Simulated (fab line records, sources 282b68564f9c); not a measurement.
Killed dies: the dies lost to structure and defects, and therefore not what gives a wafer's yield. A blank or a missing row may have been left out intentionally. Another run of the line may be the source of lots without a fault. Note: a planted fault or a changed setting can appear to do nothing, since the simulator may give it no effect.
fab line records ; flow ritCmos
record: lots: 7; wafers: 21; lastDay: 7
route steps=202 shown CONTACT@172 M1@184
lots untouched by any fault: they come from a run of this same line in which no faults occurred
startH: start of the lot's first displayed wafer, in hours after the record's first day ; waitH: hours elapsed since this lot's preceding step ; " same as the row above ; L1.1+2: several wafers, shown together as one row ; - no value, or no start was given ; * or withheld: withheld ; < > ~ a bound
route shown NAME@n: a module of which the file shows steps, and the number in the route of the first ; usual: mean/standard deviation taken from wafers without a fault ; same: alike in all rows ; chamber/n: place in a boat ; sites: the reading at each site ; _std_site: their standard deviation ; _edge_site: the outer-site mean with the inner-site mean subtracted ; radiusMm: for every site, how far away it sits from the centre of the wafer ; mask NAME#n: copy n ; behind: the last tool/chamber to shape the wafer ; hold: the reason the lot was held/the length of the hold in hours/how it ended ; device: names the non-switching transistor (n, p or np) ; end of line: the route-end tests of the same wafers ; a step without rows: its recipe alone ; killed: dies lost to structure and defects at the first sort, not the wafer's yield ; map: a wafer's dies, marking killed ones x, the rest . and places with no die _
set.NAME: the run value of the setting; set.NAME@STEP: its run value at that earlier step ; model.NAME: the simulator's own value behind a step, which no gauge read
lots seen at some steps along the route; tables by step, rows by wafer
services: a tool's chamber out of use, with start hour (startH, from the record's first day; less than 0 if before it), hours out, and reason
== steps ==
step: RIT_CONTACT_SOFTBAKE_04
recipe: resist: NOVOLAK; tempC: 90; timeS: 60
step: RIT_CONTACT_EXPOSE_05
recipe: maskId: M11; na: 0.6; sourceShape: conventional; sigmaOuter: 0.5; targetCdNm: 1000; doseMj: 250
step: RIT_CONTACT_PEB_06
recipe: resist: NOVOLAK; tempC: withheld; timeS: withheld
step: RIT_CONTACT_DEVELOP_07
recipe: resist: NOVOLAK; developTimeS: 120; devTempC: 23
step: RIT_CONTACT_CD_MEAS_08
recipe: targetCdNm: 1000
usual: cdNm: 1000.0/2.2
lot.wafer;tool;chamber;startH;waitH;cdNm
L325.1;cdSem-02;-;63.16;-;1000.4
L325.2;cdSem-02;-;63.16;-;1001.5
L325.4;cdSem-02;-;63.16;-;1000.4
L327.3;cdSem-02;-;72.37;-;1000.3
L327.4;cdSem-02;-;72.37;-;1003.1
L327.6;cdSem-02;-;72.37;-;1001.2
L336.1;cdSem-02;-;129.84;-;1001.9
L336.5;cdSem-02;-;129.84;-;1000.1
L336.6;cdSem-02;-;129.84;-;1003.3
L337.2;cdSem-02;-;136.31;-;1000.9
L337.4;cdSem-02;-;136.31;-;1001.7
L337.6;cdSem-02;-;136.31;-;1001.1
L338.2;cdSem-01;-;145.72;-;997.5
L338.4;cdSem-01;-;145.72;-;997.6
L338.5;cdSem-01;-;145.72;-;997.7
L344.1;cdSem-02;-;172.12;-;1004.3
L344.3;cdSem-02;-;172.12;-;1003.6
L344.6;cdSem-02;-;172.12;-;1002.7
L346.1;cdSem-01;-;172.48;-;1000.6
L346.5;cdSem-01;-;172.48;-;1001.7
L346.6;cdSem-01;-;172.48;-;1000.1
step: RIT_CONTACT_OVL_MEAS_09
usual: CONTACT_OVL: 1.2/1.6
lot.wafer;tool;chamber;startH;waitH;CONTACT_OVL[nm]
L325.1;overlay-01;-;63.28;0.1;0.3
L325.2;overlay-01;-;63.28;0.1;-0.7
L325.4;overlay-01;-;63.28;0.1;0.2
L327.3;overlay-01;-;72.47;0.1;0.2
L327.4;overlay-01;-;72.47;0.1;0.4
L327.6;overlay-01;-;72.47;0.1;-0.1
L336.1;overlay-02;-;129.96;0.1;0.2
L336.5;overlay-02;-;129.96;0.1;0.6
L336.6;overlay-02;-;129.96;0.1;0.7
L337.2;overlay-02;-;136.41;0.1;4.0
L337.4;overlay-02;-;136.41;0.1;2.8
L337.6;overlay-02;-;136.41;0.1;2.7
L338.2;overlay-02;-;145.83;0.1;2.5
L338.4;overlay-02;-;145.83;0.1;2.8
L338.5;overlay-02;-;145.83;0.1;3.8
L344.1;overlay-01;-;172.24;0.1;0.6
L344.3;overlay-01;-;172.24;0.1;-0.2
L344.6;overlay-01;-;172.24;0.1;1.4
L346.1;overlay-02;-;172.60;0.1;2.2
L346.5;overlay-02;-;172.60;0.1;-0.5
L346.6;overlay-02;-;172.60;0.1;0.3
step: RIT_CONTACT_HARDBAKE_10
recipe: resist: NOVOLAK; tempC: 140; timeS: 60
step: RIT_CONTACT_ETCH_11
recipe: targetDepthA: 4800; overEtchFrac: 0.2; stopOn: TiSi2; chemistry: CHF3/CF4/Ar; target: SiO2; CHF3_flow_sccm: 50; cf4FlowSccm: 10; Ar_flow_sccm: 100; O2_flow_sccm: 5; pressureMtorr: 100; rfW: 200; timeS: 320
usual: drypumpMotorCurrentA: 5.8/0.48; oesProductAu: 0.987/0.014; throttleValvePct: 8.84/0.19
same: overEtchFrac: 0.2
lot.wafer;tool;chamber;startH;waitH;drypumpMotorCurrentA;oesProductAu;rfHoursCounterH;throttleValvePct
L325.1;rieDiel-01;3;63.48;0.1;4.8;0.982;146;8.96
L325.2;rieDiel-01;1;63.48;0.1;6.2;0.984;31;9.00
L325.4;rieDiel-01;0;63.48;0.1;6.1;1.013;92;9.07
L327.3;rieDiel-03;2;72.64;0.1;5.8;1.012;144;9.09
L327.4;rieDiel-03;1;72.64;0.1;6.0;0.984;160;8.55
L327.6;rieDiel-03;1;72.64;0.1;6.0;0.982;-;8.54
L336.1;rieDiel-03;1;130.15;0.1;6.0;0.983;0;8.53
L336.5;rieDiel-03;0;130.15;0.1;6.5;0.986;-;8.75
L336.6;rieDiel-03;1;130.15;0.1;6.0;0.984;-;8.55
L337.2;rieDiel-01;2;136.59;0.1;5.4;0.997;4;8.59
L337.4;rieDiel-01;1;136.59;0.1;6.2;0.992;32;9.00
L337.6;rieDiel-01;2;136.59;0.1;5.4;0.991;-;8.61
L338.2;rieDiel-03;2;146.01;0.1;5.7;1.011;146;9.09
L338.4;rieDiel-03;3;146.01;0.1;5.7;0.976;81;8.95
L338.5;rieDiel-03;0;146.01;0.1;6.5;0.966;-;8.74
L344.1;rieDiel-04;0;172.43;0.1;5.7;0.977;14;8.67
L344.3;rieDiel-04;3;172.43;0.1;5.5;0.969;6;8.72
L344.6;rieDiel-04;3;172.43;0.1;5.5;0.983;-;8.72
L346.1;rieDiel-03;2;172.78;0.1;5.8;1.011;147;9.09
L346.5;rieDiel-03;1;172.78;0.1;6.0;0.997;-;8.56
L346.6;rieDiel-03;2;172.78;0.1;5.8;1.004;-;9.09
step: RIT_CONTACT_STRIP_12
recipe: chemistry: O2; timeS: 175.2; resist: NOVOLAK; platenTempC: withheld; powerW: 500; pressureMtorr: 4000; o2FlowSccm: 4000
usual: drypumpMotorCurrentA: 5.9/0.58
lot.wafer;tool;chamber;startH;waitH;drypumpMotorCurrentA;rfHoursCounterH
L325.1;plasmaAsher-03;0;63.67;0.1;5.9;41
L325.2;plasmaAsher-03;1;63.67;0.1;5.5;41
L325.4;plasmaAsher-03;1;63.67;0.1;5.5;-
L327.3;plasmaAsher-03;0;72.89;0.2;5.9;-
L327.4;plasmaAsher-03;1;72.89;0.2;5.5;-
L327.6;plasmaAsher-03;1;72.89;0.2;5.5;-
L336.1;plasmaAsher-03;0;130.34;0.1;5.9;1
L336.5;plasmaAsher-03;0;130.34;0.1;5.8;-
L336.6;plasmaAsher-03;1;130.34;0.1;5.5;-
L337.2;plasmaAsher-04;1;136.79;0.1;5.0;47
L337.4;plasmaAsher-04;0;136.79;0.1;6.5;-
L337.6;plasmaAsher-04;1;136.79;0.1;5.0;-
L338.2;plasmaAsher-03;0;146.20;0.1;5.9;3
L338.4;plasmaAsher-03;0;146.20;0.1;5.9;-
L338.5;plasmaAsher-03;0;146.20;0.1;5.9;-
L344.1;plasmaAsher-03;1;172.62;0.1;5.4;7
L344.3;plasmaAsher-03;1;172.62;0.1;5.4;-
L344.6;plasmaAsher-03;1;172.62;0.1;5.4;-
L346.1;plasmaAsher-04;0;172.98;0.1;6.6;52
L346.5;plasmaAsher-04;0;172.98;0.1;6.5;-
L346.6;plasmaAsher-04;1;172.98;0.1;5.0;-
step: RIT_CONTACT_CD_MEAS_90
recipe: targetCdNm: 1000
usual: cdNm: 1000.0/2.2
lot.wafer;tool;chamber;startH;waitH;cdNm
L325.1;cdSem-02;-;63.85;0.1;1000.8
L325.2;cdSem-02;-;63.85;0.1;1001.5
L325.4;cdSem-02;-;63.85;0.1;1000.2
L327.3;cdSem-02;-;73.05;0.1;1000.3
L327.4;cdSem-02;-;73.05;0.1;1002.9
L327.6;cdSem-02;-;73.05;0.1;1001.2
L336.1;cdSem-02;-;130.51;0.1;1001.5
L336.5;cdSem-02;-;130.51;0.1;1000.4
L336.6;cdSem-02;-;130.51;0.1;1002.8
L337.2;cdSem-01;-;136.98;0.1;1001.4
L337.4;cdSem-01;-;136.98;0.1;1001.3
L337.6;cdSem-01;-;136.98;0.1;1001.7
L338.2;cdSem-01;-;146.40;0.1;998.0
L338.4;cdSem-01;-;146.40;0.1;998.2
L338.5;cdSem-01;-;146.40;0.1;997.0
L344.1;cdSem-02;-;172.80;0.1;1004.5
L344.3;cdSem-02;-;172.80;0.1;1003.0
L344.6;cdSem-02;-;172.80;0.1;1002.2
L346.1;cdSem-01;-;173.15;0.1;1000.1
L346.5;cdSem-01;-;173.15;0.1;1002.2
L346.6;cdSem-01;-;173.15;0.1;1000.0
step: RIT_CONTACT_CLEAN_13
recipe: chemistry: SC1; mix: 3:3:50; timeS: 600; tempC: 75
step: RIT_CONTACT_CLEAN_14
recipe: chemistry: SC2; mix: 3:3:50; timeS: 600; tempC: 75; dry: n2Spin
step: RIT_M1_SPUTTER_00
recipe: material: Al; targetThkNm: 400; powerW: 2000; chamberPressurePa: 0.4; gas: Ar; timeS: 500; substrateTempC: 25
usual: throttleValvePct: 29.8/0.9
lot.wafer;tool;chamber;startH;waitH;throttleValvePct;model.Al_of_M1_SPUTTER_00.thkNm
L325.1;pvdSputter-04;-;64.34;0.0;29.1;397.4
L325.2;pvdSputter-04;-;64.34;0.0;30.6;399.3
L325.4;pvdSputter-04;-;64.34;0.0;30.3;401.5
L327.3;pvdSputter-01;-;73.50;0.0;28.7;406
L327.4;pvdSputter-01;-;73.50;0.0;31.3;399.8
L327.6;pvdSputter-01;-;73.50;0.0;28.6;407.1
L336.1;pvdSputter-01;-;130.98;0.0;31.3;364.9
L336.5;pvdSputter-01;-;130.98;0.0;29.8;370
L336.6;pvdSputter-01;-;130.98;0.0;28.3;372.6
L337.2;pvdSputter-01;-;137.45;0.0;31.4;361.8
L337.4;pvdSputter-01;-;137.45;0.0;29.0;368.2
L337.6;pvdSputter-01;-;137.45;0.0;29.8;367.7
L338.2;pvdSputter-01;-;146.85;0.0;31.2;360.2
L338.4;pvdSputter-01;-;146.85;0.0;28.8;371.1
L338.5;pvdSputter-01;-;146.85;0.0;28.9;372
L344.1;pvdSputter-04;-;173.44;0.0;30.6;403.1
L344.3;pvdSputter-04;-;173.44;0.0;29.6;403
L344.6;pvdSputter-04;-;173.44;0.0;29.1;403
L346.1;pvdSputter-03;-;173.62;0.0;28.9;392.9
L346.5;pvdSputter-03;-;173.62;0.0;30.1;399
L346.6;pvdSputter-03;-;173.62;0.0;30.3;395.5
step: RIT_M1_RS_MEAS_01
recipe: thkMeasGauge: four-point-probe; reads: Al_of_M1_SPUTTER_00
usual: M1_AL_RS: 0.0734/0.00087
lot.wafer;tool;chamber;startH;waitH;M1_AL_RS[ohm/sq]
L325.1;filmMetro-02;-;64.63;0.1;0.0739
L325.2;filmMetro-02;-;64.63;0.1;0.0738
L325.4;filmMetro-02;-;64.63;0.1;0.0732
L327.3;filmMetro-04;-;73.83;0.2;0.0723
L327.4;filmMetro-04;-;73.83;0.2;0.0734
L327.6;filmMetro-04;-;73.83;0.2;0.0722
L336.1;filmMetro-04;-;131.28;0.2;0.0805
L336.5;filmMetro-04;-;131.28;0.2;0.0796
L336.6;filmMetro-04;-;131.28;0.2;0.0790
L337.2;filmMetro-01;-;137.76;0.2;0.0814
L337.4;filmMetro-01;-;137.76;0.2;0.0799
L337.6;filmMetro-01;-;137.76;0.2;0.0800
L338.2;filmMetro-01;-;147.19;0.2;0.0817
L338.4;filmMetro-01;-;147.19;0.2;0.0793
L338.5;filmMetro-01;-;147.19;0.2;0.0791
L344.1;filmMetro-04;-;173.73;0.1;0.0730
L344.3;filmMetro-04;-;173.73;0.1;0.0728
L344.6;filmMetro-04;-;173.73;0.1;0.0728
L346.1;filmMetro-02;-;173.92;0.1;0.0748
L346.5;filmMetro-02;-;173.92;0.1;0.0736
L346.6;filmMetro-02;-;173.92;0.1;0.0743
step: RIT_M1_THK_MEAS_02
recipe: thkMeasGauge: xrf; reads: Al_of_M1_SPUTTER_00
usual: M1_AL_THK: 392/4.8
lot.wafer;tool;chamber;startH;waitH;M1_AL_THK[nm]
L325.1;filmMetro-02;-;64.75;0.1;391
L325.2;filmMetro-02;-;64.75;0.1;391
L325.4;filmMetro-02;-;64.75;0.1;392
L327.3;filmMetro-04;-;73.93;0.1;396
L327.4;filmMetro-04;-;73.93;0.1;390
L327.6;filmMetro-04;-;73.93;0.1;398
L336.1;filmMetro-04;-;131.40;0.1;355
L336.5;filmMetro-04;-;131.40;0.1;360
L336.6;filmMetro-04;-;131.40;0.1;363
L337.2;filmMetro-01;-;137.87;0.1;350
L337.4;filmMetro-01;-;137.87;0.1;360
L337.6;filmMetro-01;-;137.87;0.1;360
L338.2;filmMetro-01;-;147.30;0.1;350
L338.4;filmMetro-01;-;147.30;0.1;361
L338.5;filmMetro-01;-;147.30;0.1;360
L344.1;filmMetro-04;-;173.85;0.1;392
L344.3;filmMetro-04;-;173.85;0.1;394
L344.6;filmMetro-04;-;173.85;0.1;392
L346.1;filmMetro-02;-;174.04;0.1;386
L346.5;filmMetro-02;-;174.04;0.1;394
L346.6;filmMetro-02;-;174.04;0.1;389
step: RIT_M1_HMDS_03
recipe: primeTimeS: 60; primeTempC: 140
step: RIT_M1_COAT_04
recipe: resist: NOVOLAK; spinRpm: 2000; resistThkNm: 1300
step: RIT_M1_SOFTBAKE_05
recipe: resist: NOVOLAK; tempC: 90; timeS: 60
step: RIT_M1_EXPOSE_06
recipe: maskId: M12; na: 0.6; sourceShape: conventional; sigmaOuter: 0.5; targetCdNm: 2600; doseMj: 250
step: RIT_M1_PEB_07
recipe: resist: NOVOLAK; tempC: withheld; timeS: withheld
step: RIT_M1_DEVELOP_08
recipe: resist: NOVOLAK; developTimeS: 68; devTempC: 23
step: RIT_M1_CD_MEAS_09
recipe: targetCdNm: 2600
usual: cdNm: 2600.0/2.5
lot.wafer;tool;chamber;startH;waitH;cdNm
L325.1;cdSem-02;-;65.69;-;2597.1
L325.2;cdSem-02;-;65.69;-;2597.9
L325.4;cdSem-02;-;65.69;-;2597.3
L327.3;cdSem-02;-;74.89;-;2596.7
L327.4;cdSem-02;-;74.89;-;2597.0
L327.6;cdSem-02;-;74.89;-;2599.3
L336.1;cdSem-01;-;132.53;-;2598.6
L336.5;cdSem-01;-;132.53;-;2601.6
L336.6;cdSem-01;-;132.53;-;2601.9
L337.2;cdSem-02;-;138.95;-;2604.6
L337.4;cdSem-02;-;138.95;-;2605.1
L337.6;cdSem-02;-;138.95;-;2607.1
L338.2;cdSem-01;-;148.51;-;2600.2
L338.4;cdSem-01;-;148.51;-;2601.3
L338.5;cdSem-01;-;148.51;-;2600.2
L344.1;cdSem-01;-;174.79;-;2600.4
L344.3;cdSem-01;-;174.79;-;2600.1
L344.6;cdSem-01;-;174.79;-;2599.6
L346.1;cdSem-02;-;175.05;-;2601.5
L346.5;cdSem-02;-;175.05;-;2601.9
L346.6;cdSem-02;-;175.05;-;2602.0
step: RIT_M1_OVL_MEAS_10
usual: M1_OVL: 0.0/1.1
lot.wafer;tool;chamber;startH;waitH;M1_OVL[nm]
L325.1;overlay-02;-;65.81;0.1;0.1
L325.2;overlay-02;-;65.81;0.1;-0.3
L325.4;overlay-02;-;65.81;0.1;0.5
L327.3;overlay-01;-;74.98;0.1;0.0
L327.4;overlay-01;-;74.98;0.1;-0.5
L327.6;overlay-01;-;74.98;0.1;1.0
L336.1;overlay-02;-;132.65;0.1;-0.7
L336.5;overlay-02;-;132.65;0.1;1.5
L336.6;overlay-02;-;132.65;0.1;1.5
L337.2;overlay-02;-;139.05;0.1;0.3
L337.4;overlay-02;-;139.05;0.1;0.7
L337.6;overlay-02;-;139.05;0.1;1.2
L338.2;overlay-01;-;148.61;0.1;0.2
L338.4;overlay-01;-;148.61;0.1;-1.1
L338.5;overlay-01;-;148.61;0.1;-1.4
L344.1;overlay-02;-;174.91;0.1;-0.7
L344.3;overlay-02;-;174.91;0.1;1.6
L344.6;overlay-02;-;174.91;0.1;-0.8
L346.1;overlay-02;-;175.17;0.1;1.3
L346.5;overlay-02;-;175.17;0.1;0.5
L346.6;overlay-02;-;175.17;0.1;-1.1
step: RIT_M1_HARDBAKE_11
recipe: resist: NOVOLAK; tempC: 140; timeS: 120
step: RIT_M1_METAL_ETCH_12
recipe: stopOn: SiO2; chemistry: Cl2/BCl3; target: Al; timeS: 165; overEtchFrac: 0.5; pressureMtorr: 100; targetDepthA: 6000; rfW: 244.4; Cl2_flow_sccm: 60; bcl3FlowSccm: 50
usual: drypumpMotorCurrentA: 5.9/0.32; oesProductAu: 0.767/0.0099; throttleValvePct: 8.32/0.045
same: overEtchFrac: 0.5
lot.wafer;tool;chamber;startH;waitH;drypumpMotorCurrentA;oesProductAu;rfHoursCounterH;throttleValvePct
L325.1;rieMetal-01;0;66.10;0.2;6.4;0.750;3;8.29
L325.2;rieMetal-01;1;66.10;0.2;6.0;0.767;2;8.29
L325.4;rieMetal-01;0;66.10;0.2;6.4;0.757;-;8.29
L327.3;rieMetal-04;1;75.31;0.2;5.9;0.773;-;8.31
L327.4;rieMetal-04;0;75.31;0.2;5.5;0.770;-;8.40
L327.6;rieMetal-04;0;75.31;0.2;5.5;0.774;-;8.39
L336.1;rieMetal-04;0;132.94;0.2;5.5;0.731;39;8.39
L336.5;rieMetal-04;1;132.94;0.2;5.9;0.741;-;8.34
L336.6;rieMetal-04;0;132.94;0.2;5.5;0.744;-;8.40
L337.2;rieMetal-01;0;139.39;0.2;6.4;0.708;4;8.29
L337.4;rieMetal-01;1;139.39;0.2;6.0;0.734;-;8.31
L337.6;rieMetal-01;0;139.39;0.2;6.4;0.723;-;8.30
L338.2;rieMetal-03;0;148.89;0.2;5.7;0.731;4;8.36
L338.4;rieMetal-03;1;148.89;0.2;5.5;0.728;-;8.28
L338.5;rieMetal-03;1;148.89;0.2;5.6;0.730;-;8.30
L344.1;rieMetal-01;0;175.20;0.2;6.4;0.769;4;8.29
L344.3;rieMetal-01;0;175.20;0.2;6.4;0.762;-;8.26
L344.6;rieMetal-01;0;175.20;0.2;6.4;0.762;-;8.28
L346.1;rieMetal-03;1;175.45;0.2;5.5;0.765;5;8.27
L346.5;rieMetal-03;1;175.45;0.2;5.5;0.768;-;8.28
L346.6;rieMetal-03;0;175.45;0.2;5.7;0.765;-;8.37
step: RIT_M1_STRIP_13
recipe: chemistry: nmp; resist: NOVOLAK; tempC: 80; timeS: 600; dry: n2Spin
step: RIT_M1_PROBE_99
usual: defectLimitedYield: 97.3/1.1; killedAtContacts: 0.1/0.28; killedAtFrontEnd: 7.1/2.8; killedDies: 7.1/2.9; killedOpen: 3.4/2; killedShort: 3.6/2.1; sort_bin_3_pad_short: 0.1/0.21; sort_bin_5_function: 1.5/0.85; sort_bin_6_memory: 1.0/0.65; sortNPass: 256.9/2.9; sortYieldPct: 97.3/1.1
same: grossDies: 264; killed_at_M0_to_M3: 0; killed_at_M4_up: 0; killedAtBackSide: 0; killedAtOther: 0
lot.wafer;tool;chamber;startH;waitH;defectLimitedYield[%];killedAtContacts;killedAtFrontEnd;killedDies;killedOpen;killedShort;sort_bin_3_pad_short[%];sort_bin_5_function[%];sort_bin_6_memory[%];sortNPass;sortYieldPct[%];model.etest.m1.rsOhmSq
L325.1;prober-02;-;68.35;0.1;99.6;0;1;1;0;1;0;0.4;0;263.0;99.6;0.07316
L325.2;prober-02;-;68.40;0.1;97.0;0;8;8;6;2;0;1.9;1.1;256.0;97.0;0.07293
L325.4;prober-02;-;68.50;0.2;98.5;0;4;4;2;2;0.4;0.8;0.4;260.0;98.5;0.07217
L327.3;prober-02;-;77.70;0.2;95.5;1;11;12;4;8;0.8;2.7;1.1;252.0;95.5;0.07099
L327.4;prober-02;-;77.75;0.2;96.6;0;9;9;3;6;0;2.7;0.8;255.0;96.6;0.0724
L327.6;prober-02;-;77.85;0.2;96.2;0;10;10;6;4;0;3.0;0.8;254.0;96.2;0.0711
L336.1;prober-01;-;135.19;0.1;96.2;0;10;10;6;4;0;2.7;1.1;254.0;96.2;0.07934
L336.5;prober-01;-;135.39;0.2;97.7;0;6;6;5;1;0;1.1;1.1;258.0;97.7;0.0782
L336.6;prober-01;-;135.44;0.2;99.2;0;2;2;1;1;0;0.8;0;262.0;99.2;0.07749
L337.2;prober-02;-;141.69;0.1;98.1;0;5;5;4;1;0;1.1;0.8;259.0;98.1;0.07994
L337.4;prober-02;-;141.79;0.2;95.8;2;9;11;4;7;0.4;1.5;2.3;253.0;95.8;0.0787
L337.6;prober-02;-;141.89;0.2;98.5;0;4;4;1;3;0;1.5;0;260.0;98.5;0.07871
L338.2;prober-01;-;151.20;0.1;98.1;0;5;5;3;2;0;1.1;0.8;259.0;98.1;0.08075
L338.4;prober-01;-;151.30;0.2;95.8;0;11;11;5;6;0;3.0;1.1;253.0;95.8;0.07816
L338.5;prober-01;-;151.35;0.2;95.1;1;12;13;8;5;0.4;1.5;3.0;251.0;95.1;0.07776
L344.1;prober-02;-;177.45;0.1;98.5;0;4;4;3;1;0;0.8;0.8;260.0;98.5;0.07188
L344.3;prober-02;-;177.55;0.2;94.3;0;15;15;7;8;0;4.2;1.5;249.0;94.3;0.07189
L344.6;prober-02;-;177.70;0.2;98.1;0;5;5;4;1;0;0.8;1.1;259.0;98.1;0.07216
L346.1;prober-01;-;178.95;0.1;95.1;0;13;13;11;2;0;2.7;2.3;251.0;95.1;0.07396
L346.5;prober-01;-;179.15;0.2;96.6;0;9;9;2;7;0;1.5;1.9;255.0;96.6;0.07279
L346.6;prober-01;-;179.20;0.2;98.9;0;3;3;0;3;0.4;0;0.8;261.0;98.9;0.07387
killed by level:class
L325.1 GATE:geometricParticle:short=1
L325.2 REOX:geometricParticle:open=3 FOX1:geometricParticle:short=1 GATE:geometricParticle:open=1 SPACER:geometricParticle:open=1 SILICIDE:geometricParticle:open=1 SILICIDE:geometricParticle:short=1
L325.4 GATE:geometricParticle:short=1 GATE:geometricParticle:open=1 SPACER:geometricParticle:short=1 SILICIDE:geometricParticle:open=1
L327.3 REOX:geometricParticle:short=2 SPACER:geometricParticle:open=2 SPACER:geometricParticle:short=2 FOX1:geometricParticle:short=1 FOX2:geometricParticle:short=1 GATE:geometricParticle:short=1 SILICIDE:geometricParticle:open=1 SILICIDE:geometricParticle:short=1
L327.4 GATE:geometricParticle:open=3 GATE:geometricParticle:short=2 SPACER:geometricParticle:short=2 REOX:geometricParticle:short=1 SILICIDE:geometricParticle:short=1
L327.6 GATE:geometricParticle:open=2 SPACER:geometricParticle:open=2 FOX1:geometricParticle:open=1 FOX1:geometricParticle:short=1 FOX2:geometricParticle:short=1 SPACER:geometricParticle:short=1 SILICIDE:geometricParticle:open=1 SILICIDE:geometricParticle:short=1
L336.1 GATE:geometricParticle:open=5 FOX1:geometricParticle:short=1 GATE:geometricParticle:short=1 REOX:geometricParticle:short=1 SPACER:geometricParticle:open=1 SPACER:geometricParticle:short=1
L336.5 GATE:geometricParticle:open=5 REOX:geometricParticle:short=1
L336.6 GATE:geometricParticle:short=1 GATE:geometricParticle:open=1
L337.2 FOX1:geometricParticle:open=4 GATE:geometricParticle:short=1
L337.4 FOX1:geometricParticle:short=3 SPACER:geometricParticle:open=2 FOX1:geometricParticle:open=1 GATE:geometricParticle:short=1 REOX:geometricParticle:short=1 SPACER:geometricParticle:short=1 CONTACT:geometricParticle:open=1 CONTACT:geometricParticle:short=1
L337.6 FOX1:geometricParticle:short=3 REOX:geometricParticle:open=1
L338.2 FOX1:geometricParticle:open=2 GATE:geometricParticle:open=1 GATE:geometricParticle:short=1 SILICIDE:geometricParticle:short=1
L338.4 GATE:geometricParticle:short=4 GATE:geometricParticle:open=3 SPACER:geometricParticle:open=2 REOX:geometricParticle:short=1 SPACER:geometricParticle:short=1
L338.5 GATE:geometricParticle:short=3 GATE:geometricParticle:open=3 FOX1:geometricParticle:open=2 REOX:geometricParticle:short=1 REOX:geometricParticle:open=1 SPACER:geometricParticle:short=1 SPACER:geometricParticle:open=1 CONTACT:geometricParticle:open=1
L344.1 GATE:geometricParticle:open=3 GATE:geometricParticle:short=1
L344.3 GATE:geometricParticle:short=5 GATE:geometricParticle:open=3 SILICIDE:geometricParticle:open=3 SPACER:geometricParticle:short=2 FOX2:geometricParticle:short=1 SPACER:geometricParticle:open=1
L344.6 GATE:geometricParticle:open=4 FOX2:geometricParticle:short=1
L346.1 FOX1:geometricParticle:open=4 SPACER:geometricParticle:open=4 GATE:geometricParticle:open=2 FOX1:geometricParticle:short=1 SILICIDE:geometricParticle:short=1 SILICIDE:geometricParticle:open=1
L346.5 FOX1:geometricParticle:short=2 SPACER:geometricParticle:short=2 FOX2:geometricParticle:open=1 FOX2:geometricParticle:short=1 GATE:geometricParticle:short=1 SPACER:geometricParticle:open=1 SILICIDE:geometricParticle:short=1
L346.6 GATE:geometricParticle:short=2 FOX1:geometricParticle:short=1
== services ==
tool;chamber;startH;hours;kind
rieMetal-03;0;45.40;1.2;repair
pvdSputter-01;-;53.49;0.6;repair
rieMetal-03;-;61.91;0.9;repair
pvdSputter-01;-;66.17;3.1;repair
rieMetal-01;-;66.62;2.4;repair
rieMetal-03;-;67.29;2.8;pm
plasmaAsher-03;-;67.92;1.6;repair
rieDiel-01;2;72.70;12.5;repair
rieDiel-01;1;72.79;3.0;repair
rieDiel-03;-;86.39;1.6;repair
rieDiel-03;3;89.75;6.1;repair
rieDiel-03;-;91.46;0.5;repair
rieDiel-04;-;91.95;0.8;repair
pvdSputter-03;-;92.52;4.0;repair
plasmaAsher-03;-;108.75;9.0;pm
plasmaAsher-04;-;125.04;1.7;repair
rieMetal-01;-;125.65;0.6;repair
rieDiel-01;-;129.44;4.3;pm
pvdSputter-04;-;131.29;7.4;repair
rieMetal-04;-;136.12;20.0;pm
rieDiel-01;0;137.90;23.8;repair
rieMetal-01;-;162.14;0.7;repair
pvdSputter-04;-;164.57;4.8;repair
rieMetal-03;-;166.53;1.4;pm
== key ==
firstSign: step: RIT_M1_RS_MEAS_01; reading: M1_AL_RS; direction: up; sigmas: 7.7; usual: 0.0734; struck: 0.0801
effect: step: RIT_M1_THK_MEAS_02; reading: M1_AL_THK; direction: down; sigmas: 7.1; usual: 392; struck: 358
effect: step: RIT_M1_METAL_ETCH_12; reading: oesProductAu; direction: down; sigmas: 3.7; usual: 0.767; struck: 0.730
modelEffect: step: RIT_M1_SPUTTER_00; value: Al_of_M1_SPUTTER_00.thkNm; without: 397.7; struck: 367.6
modelEffect: step: RIT_M1_PROBE_99; value: etest.m1.rsOhmSq; without: 0.0728; struck: 0.07878
metAt RIT_M1_SPUTTER_00
struckWafers L336.1,L336.5,L336.6,L337.2,L337.4,L337.6,L338.2,L338.4,L338.5
onsetBetween 73.50 130.98
fault: kind: processParameterDrift; tool: pvdSputter-01; chamber: -; onsetH: 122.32; steps: RIT_M1_SPUTTER_00; channel: timeS; offset: *; shape: step; endH: 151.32; stated: *
